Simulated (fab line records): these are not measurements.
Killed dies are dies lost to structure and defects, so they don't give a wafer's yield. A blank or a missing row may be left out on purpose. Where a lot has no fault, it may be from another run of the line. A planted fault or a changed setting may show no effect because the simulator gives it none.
fab line records	flow berkeley-cmos170
record lots=13	wafers=39	last-day=11
route steps=331 shown NSD@194 SDANNEAL@204 V1@256
lots that met no fault: from a run of the same line without faults
start-h: start of the lot's first displayed wafer, in hours after the record's first day	wait-h: time in hours since the lot's previous step	" same as the row above	L1.1+2: several wafers, shown together as one row	- no value, or no start was given	* or withheld: withheld	< > ~ a bound
route shown NAME@n: NAME is a module with steps in the file, n the number in the route of the first one	usual: the fault-free wafers' mean and standard deviation	same: alike in all rows	chamber/n: place in a boat	sites: readings site by site	_std_site: standard deviation across them	_edge_site: inner sites' mean taken away from outer sites' mean	radius-mm: for every site, how far away it sits from the centre of the wafer	mask NAME#n: copy n	behind: the tool/chamber that last shaped the wafer	hold: what put the lot on hold/how long, in hours/how the hold closed	device: transistor that didn't switch, given as n, p or np	end of line: the tests these same wafers got at the end of their route	step lacking rows: just its recipe	killed: the dies lost at the first sort to structure and to defects; this is not the yield of the wafer	map: per-die view of a wafer (x killed, . not killed, _ where there is no die)
set.NAME: the run value of the setting; set.NAME@STEP: its run value at that earlier step	model.NAME: the simulator's own value behind a step, which no gauge read
steps of the route over a sample of lots; a table a step, a row a wafer
services: from which hour (start-h, from the record's first day; less than 0 if before it) a tool's chamber was out of use, for how many hours, and why
## steps
# step UCB170_NSD_OVL_MEAS_07
# usual NSD_OVL=1/5.3
lot.wafer	tool	chamber	start-h	wait-h	NSD_OVL[nm]
L868.1	overlay-02	-	135.14	0.1	-3
L868.2	"	-	"	"	5
L868.5	"	-	"	"	-3
L867.3	overlay-01	-	135.70	0.1	-6
L867.4	"	-	"	"	-6
L867.6	"	-	"	"	3
L871.1	overlay-01	-	143.85	0.1	-3
L871.5	"	-	"	"	-6
L871.6	"	-	"	"	1
L872.2	overlay-01	-	149.75	0.1	6
L872.3	"	-	"	"	-6
L872.4	"	-	"	"	7
L875.3	overlay-01	-	164.29	0.1	-7
L875.4	"	-	"	"	-5
L875.5	"	-	"	"	-7
L874.3	overlay-01	-	165.93	0.1	4
L874.4	"	-	"	"	9
L874.5	"	-	"	"	12
L881.1	overlay-02	-	195.35	0.1	-1
L881.4	"	-	"	"	6
L881.6	"	-	"	"	8
L885.2	overlay-01	-	219.62	0.1	6
L885.5	"	-	"	"	0
L885.6	"	-	"	"	11
L887.2	overlay-02	-	232.98	0.1	7
L887.3	"	-	"	"	11
L887.5	"	-	"	"	13
L886.3	overlay-01	-	232.99	0.1	-3
L886.4	"	-	"	"	2
L886.6	"	-	"	"	-1
L888.1	overlay-02	-	238.20	0.1	-5
L888.2	"	-	"	"	6
L888.4	"	-	"	"	0
L890.2	overlay-01	-	249.60	0.1	8
L890.4	"	-	"	"	10
L890.6	"	-	"	"	3
L889.1	overlay-02	-	249.87	0.1	7
L889.3	"	-	"	"	2
L889.6	"	-	"	"	-5
# step UCB170_SDANNEAL_RTA_00
# recipe temp-c=900	time-s=10	ambient=N2
# usual lamp-power-pct=23.3/1	wafer_temp_C_max=903.8/1.3
lot.wafer	tool	chamber	start-h	wait-h	lamp-power-pct	wafer_temp_C_max
L868.1	rtp-anneal-02	0	136.57	0.0	22.2	902.8
L868.2	"	0	"	"	22.2	903.7
L868.5	"	0	"	"	22.2	903.4
L867.3	rtp-anneal-02	0	139.38	0.0	22.3	902.2
L867.4	"	0	"	"	22.2	903.6
L867.6	"	0	"	"	22.2	903.7
L871.1	rtp-anneal-02	0	145.23	0.0	22.2	904.0
L871.5	"	0	"	"	22.2	902.3
L871.6	"	0	"	"	22.2	903.3
L872.2	rtp-anneal-01	0	152.86	0.0	24.3	905.0
L872.3	"	0	"	"	24.3	903.3
L872.4	"	0	"	"	24.3	905.4
L875.3	rtp-anneal-01	0	165.78	0.0	24.3	904.7
L875.4	"	0	"	"	24.3	903.3
L875.5	"	0	"	"	24.3	904.3
L874.3	rtp-anneal-01	0	167.19	0.0	24.3	904.7
L874.4	"	0	"	"	24.3	905.0
L874.5	"	0	"	"	24.3	904.7
L881.1	rtp-anneal-02	0	196.62	0.0	22.2	904.2
L881.4	"	0	"	"	22.2	903.5
L881.6	"	0	"	"	22.3	902.7
L885.2	rtp-anneal-02	0	220.88	0.0	22.2	903.3
L885.5	"	0	"	"	22.2	902.4
L885.6	"	0	"	"	22.3	903.5
L886.3	rtp-anneal-01	0	234.33	0.0	24.3	904.8
L886.4	"	0	"	"	24.3	903.9
L886.6	"	0	"	"	24.3	903.5
L887.2	rtp-anneal-02	0	234.49	0.0	22.2	902.3
L887.3	"	0	"	"	22.3	903.7
L887.5	"	0	"	"	22.3	902.9
L888.1	rtp-anneal-01	0	239.61	0.0	24.3	906.5
L888.2	"	0	"	"	24.3	905.6
L888.4	"	0	"	"	24.3	904.5
L890.2	rtp-anneal-02	0	250.85	0.0	22.2	902.2
L890.4	"	0	"	"	22.2	902.7
L890.6	"	0	"	"	22.2	903.3
L889.1	rtp-anneal-01	0	251.16	0.0	24.3	903.1
L889.3	"	0	"	"	24.3	907.5
L889.6	"	0	"	"	24.3	906.1
# step UCB170_V1_CMP_02
# recipe material=SiO2	down-force-psi=6	platen-rpm=60	pad-velocity-m-s=0.75398
# usual motor-current-A=17.2/2.5
lot.wafer	tool	chamber	start-h	wait-h	motor-current-A
L868.1	cmp-02	2	150.76	0.1	18.3
L868.2	"	1	"	"	16.3
L868.5	"	3	"	"	19.1
L867.4	cmp-02	3	151.06	0.3	20.2
L867.3	"	2	"	"	19.7
L867.6	"	3	"	"	19.9
L871.1	cmp-01	3	157.88	0.2	22.3
L871.5	"	0	"	"	17.3
L871.6	"	1	"	"	14.8
L872.3	cmp-01	0	164.51	0.0	16.2
L872.2	"	1	"	"	14.6
L872.4	"	3	"	"	21.4
L875.3	cmp-01	3	179.74	0.1	22.2
L875.4	"	0	"	"	17.4
L875.5	"	1	"	"	14.1
L874.3	cmp-01	1	179.94	0.3	14.7
L874.4	"	3	"	"	21.5
L874.5	"	1	"	"	14.6
L881.1	cmp-02	3	207.14	0.1	21.4
L881.4	"	0	"	"	16.0
L881.6	"	3	"	"	20.4
L885.2	cmp-01	1	234.51	0.7	14.8
L885.6	"	3	"	"	20.1
L885.5	"	0	"	"	16.6
L887.2	cmp-02	0	245.90	0.0	16.7
L887.3	"	3	"	"	20.1
L887.5	"	1	"	"	15.5
L886.4	cmp-01	0	245.95	0.1	17.2
L886.3	"	2	"	"	15.6
L886.6	"	0	"	"	16.6
L888.4	cmp-02	1	252.93	0.0	15.3
L888.1	"	2	"	"	18.6
L888.2	"	0	"	"	15.9
L890.2	cmp-02	0	263.10	0.0	16.6
L890.4	"	1	"	"	15.1
L890.6	"	1	"	"	14.2
L889.1	cmp-01	0	263.15	0.1	15.7
L889.3	"	2	"	"	15.0
L889.6	"	3	"	"	20.0
# step UCB170_V1_THK_MEAS_04
# recipe reads=SiO2_of_V1_CVD_00
# usual V1_POLISHED_THK=1000.7/1.3
lot.wafer	tool	chamber	start-h	wait-h	V1_POLISHED_THK[nm]
L868.1	film-metro-03	-	151.18	0.1	1000.9
L868.2	"	-	"	"	1000.9
L868.5	"	-	"	"	1000.5
L867.3	film-metro-04	-	151.50	0.1	1002.4
L867.4	"	-	"	"	1000.4
L867.6	"	-	"	"	1001.8
L871.1	film-metro-03	-	158.15	0.1	1339.9
L871.5	"	-	"	"	1356.7
L871.6	"	-	"	"	1348.1
L872.2	film-metro-03	-	164.94	0.1	1333.3
L872.3	"	-	"	"	1336.0
L872.4	"	-	"	"	1339.7
L875.3	film-metro-03	-	180.08	0.1	1341.8
L875.4	"	-	"	"	1363.3
L875.5	"	-	"	"	1344.9
L874.3	film-metro-04	-	180.38	0.1	1341.2
L874.4	"	-	"	"	1355.9
L874.5	"	-	"	"	1357.8
L881.1	film-metro-03	-	207.51	0.1	999.4
L881.4	"	-	"	"	1000.3
L881.6	"	-	"	"	999.5
L885.2	film-metro-02	-	234.84	0.1	1002.0
L885.5	"	-	"	"	1002.5
L885.6	"	-	"	"	999.3
L887.2	film-metro-04	-	246.33	0.1	1001.6
L887.3	"	-	"	"	999.4
L887.5	"	-	"	"	999.9
L886.3	film-metro-03	-	246.34	0.1	1000.7
L886.4	"	-	"	"	1001.5
L886.6	"	-	"	"	1000.9
L888.1	film-metro-04	-	253.35	0.1	999.3
L888.2	"	-	"	"	1000.0
L888.4	"	-	"	"	1001.0
L889.1	film-metro-03	-	263.52	0.1	1001.6
L889.3	"	-	"	"	999.0
L889.6	"	-	"	"	999.6
L890.2	film-metro-02	-	263.53	0.1	1000.7
L890.4	"	-	"	"	1000.3
L890.6	"	-	"	"	1001.2
# step UCB170_V1_OVL_MEAS_13
# usual V1_OVL=3/5.4
lot.wafer	tool	chamber	start-h	wait-h	V1_OVL[nm]
L868.1	overlay-02	-	152.71	0.1	2
L868.2	"	-	"	"	5
L868.5	"	-	"	"	-2
L867.3	overlay-02	-	153.08	0.1	10
L867.4	"	-	"	"	9
L867.6	"	-	"	"	3
L871.1	overlay-02	-	159.34	0.1	2
L871.5	"	-	"	"	-2
L871.6	"	-	"	"	1
L872.2	overlay-02	-	166.27	0.1	2
L872.3	"	-	"	"	-5
L872.4	"	-	"	"	3
L875.3	overlay-01	-	181.85	0.1	-1
L875.4	"	-	"	"	6
L875.5	"	-	"	"	4
L874.3	overlay-01	-	182.13	0.1	-4
L874.4	"	-	"	"	-8
L874.5	"	-	"	"	-8
L881.1	overlay-01	-	209.00	0.1	3
L881.4	"	-	"	"	4
L881.6	"	-	"	"	-5
L885.2	overlay-02	-	236.94	0.1	5
L885.5	"	-	"	"	9
L885.6	"	-	"	"	7
L886.3	overlay-02	-	248.09	0.1	2
L886.4	"	-	"	"	-2
L886.6	"	-	"	"	0
L887.2	overlay-01	-	248.36	0.1	4
L887.3	"	-	"	"	-6
L887.5	"	-	"	"	-4
L888.1	overlay-01	-	254.55	0.1	6
L888.2	"	-	"	"	8
L888.4	"	-	"	"	3
L890.2	overlay-01	-	264.74	0.1	15
L890.4	"	-	"	"	11
L890.6	"	-	"	"	7
L889.1	overlay-02	-	264.85	0.1	8
L889.3	"	-	"	"	8
L889.6	"	-	"	"	2
# step UCB170_V1_ETCH_14
# recipe chemistry=CHF3/CF4/Ar	target=SiO2	stop-on=Al	CHF3_flow_sccm=45	cf4-flow-sccm=15	Ar_flow_sccm=150	pressure-mtorr=200	rf-w=700	target-depth-a=12500	over-etch-frac=0.25	time-s=291
# usual cf4-flow-sccm=15.00/0.042	drypump-motor-current-A=5.7/0.42	oes-product-au=0.870/0.016	throttle-valve-pct=6.94/0.051
# same over-etch-frac=0.25
lot.wafer	tool	chamber	start-h	wait-h	cf4-flow-sccm	drypump-motor-current-A	oes-product-au	rf-hours-counter-h	throttle-valve-pct
L868.1	rie-diel-01	1	152.75	0.0	15.03	6.0	0.859	65	6.95
L868.2	"	2	"	"	15.02	6.3	0.844	90	7.06
L868.5	"	1	"	"	15.01	5.9	0.857	-	6.94
L867.3	rie-diel-03	3	153.10	0.0	15.03	6.0	0.874	139	6.83
L867.4	"	0	"	"	14.97	5.6	0.843	15	6.95
L867.6	"	2	"	"	14.96	5.8	0.872	-	6.93
L871.1	rie-diel-02	2	159.38	0.0	15.03	6.2	1.037	80	6.94
L871.5	"	1	"	"	14.99	6.4	0.988	-	6.91
L871.6	"	0	"	"	14.98	5.6	1.011	-	6.89
L872.2	rie-diel-03	1	166.30	0.0	15.02	5.5	0.967	137	6.93
L872.3	"	0	"	"	15.05	5.7	0.972	15	6.95
L872.4	"	3	"	"	15.00	6.0	1.013	139	6.85
L875.3	rie-diel-01	1	181.88	0.0	14.95	6.0	0.994	67	6.95
L875.4	"	3	"	"	15.00	4.9	1.031	89	6.98
L875.5	"	3	"	"	15.02	4.9	1.035	-	6.96
L874.3	rie-diel-02	3	182.15	0.0	15.02	5.2	1.026	3	6.97
L874.4	"	1	"	"	15.03	6.4	0.984	78	6.94
L874.5	"	3	"	"	15.05	5.2	1.025	-	6.98
L881.1	rie-diel-03	1	209.04	0.0	15.01	5.5	0.844	139	6.91
L881.4	"	2	"	"	14.97	5.8	0.880	117	6.94
L881.6	"	1	"	"	15.07	5.5	0.852	-	6.96
L885.2	rie-diel-03	2	236.97	0.0	15.10	5.7	0.872	118	6.94
L885.5	"	3	"	"	14.97	6.0	0.882	-	6.84
L885.6	"	2	"	"	15.03	5.7	0.872	-	6.94
L886.3	rie-diel-01	0	248.11	0.0	14.97	5.6	0.862	139	6.94
L886.4	"	1	"	"	15.02	6.0	0.851	69	6.94
L886.6	"	3	"	"	15.08	4.9	0.892	-	6.96
L887.2	rie-diel-02	2	248.39	0.0	14.96	6.2	0.898	83	6.91
L887.3	"	1	"	"	14.91	6.4	0.859	80	6.93
L887.5	"	1	"	"	14.97	6.4	0.869	-	6.91
L888.1	rie-diel-01	3	254.59	0.0	14.93	4.9	0.901	92	6.97
L888.2	"	2	"	"	14.99	6.3	0.854	95	7.06
L888.4	"	0	"	"	15.05	5.6	0.858	139	6.94
L890.2	rie-diel-01	3	264.77	0.0	14.95	4.9	0.898	93	6.96
L890.4	"	1	"	"	15.02	6.0	0.856	-	6.93
L890.6	"	2	"	"	14.99	6.3	0.857	-	7.05
L889.1	rie-diel-03	1	264.88	0.0	15.01	5.5	0.854	1	6.93
L889.3	"	0	"	"	14.99	5.7	0.851	20	6.94
L889.6	"	0	"	"	15.05	5.7	0.852	-	6.96
## services
tool	chamber	start-h	hours	kind
cmp-01	-	113.00	1.6	repair
rie-diel-03	3	114.44	2.7	repair
rtp-anneal-01	-	115.37	15.0	pm
cmp-02	-	125.79	4.7	pm
cmp-02	-	136.61	2.2	repair
cmp-02	-	142.24	0.6	repair
cmp-01	-	166.15	3.5	repair
rie-diel-03	2	171.13	3.5	repair
cmp-02	-	174.77	5.9	pm
rie-diel-03	3	179.34	10.1	repair
rie-diel-02	0	191.67	2.8	repair
rie-diel-03	1	215.47	-	clean
rie-diel-03	1	215.47	29.8	scheduled-down
rie-diel-03	1	215.47	29.8	vent-cycle
rie-diel-02	1	226.90	6.2	repair
cmp-02	-	232.00	4.0	pm
cmp-02	-	236.00	-	consumable-replace:conditioner
cmp-02	-	236.00	-	consumable-replace:pad
rie-diel-03	3	245.25	-	clean
rie-diel-03	3	245.25	19.0	scheduled-down
rie-diel-03	3	245.25	19.0	vent-cycle
rtp-anneal-01	-	252.90	0.6	pm
rie-diel-01	0	258.00	3.8	repair
rie-diel-01	0	261.80	-	clean
## key
first-sign step=UCB170_V1_THK_MEAS_04	reading=V1_POLISHED_THK	direction=up	sigmas=99+	usual=1000.7	struck=1346.5
effect step=UCB170_V1_ETCH_14	reading=oes-product-au	direction=up	sigmas=8.4	usual=0.870	struck=1.007
met-at UCB170_V1_CMP_02
struck-lots L871,L872,L874,L875
later-rows-left-out L871.1,L871.5,L871.6,L872.2,L872.3,L872.4,L874.3,L874.4,L874.5,L875.3,L875.4,L875.5
sort-left-out L871.1,L871.5,L871.6,L872.2,L872.3,L872.4,L874.3,L874.4,L874.5,L875.3,L875.4,L875.5
not-acting-at UCB170_NSD_OVL_MEAS_07,UCB170_SDANNEAL_RTA_00,UCB170_V1_OVL_MEAS_13
fault kind=process-parameter-drift	tool=cmp-01	chamber=-	onset-h=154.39	steps=UCB170_V1_CMP_02	channel=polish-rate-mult	offset=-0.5	shape=step	end-h=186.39
# sort-left-out: the simulated sort isn't trusted on such a fault, so these wafers' sort isn't shown, and their yield isn't known
# later-rows-left-out: the simulator's readings of these wafers behind a module that went badly wrong aren't trusted and aren't shown, but for the sort
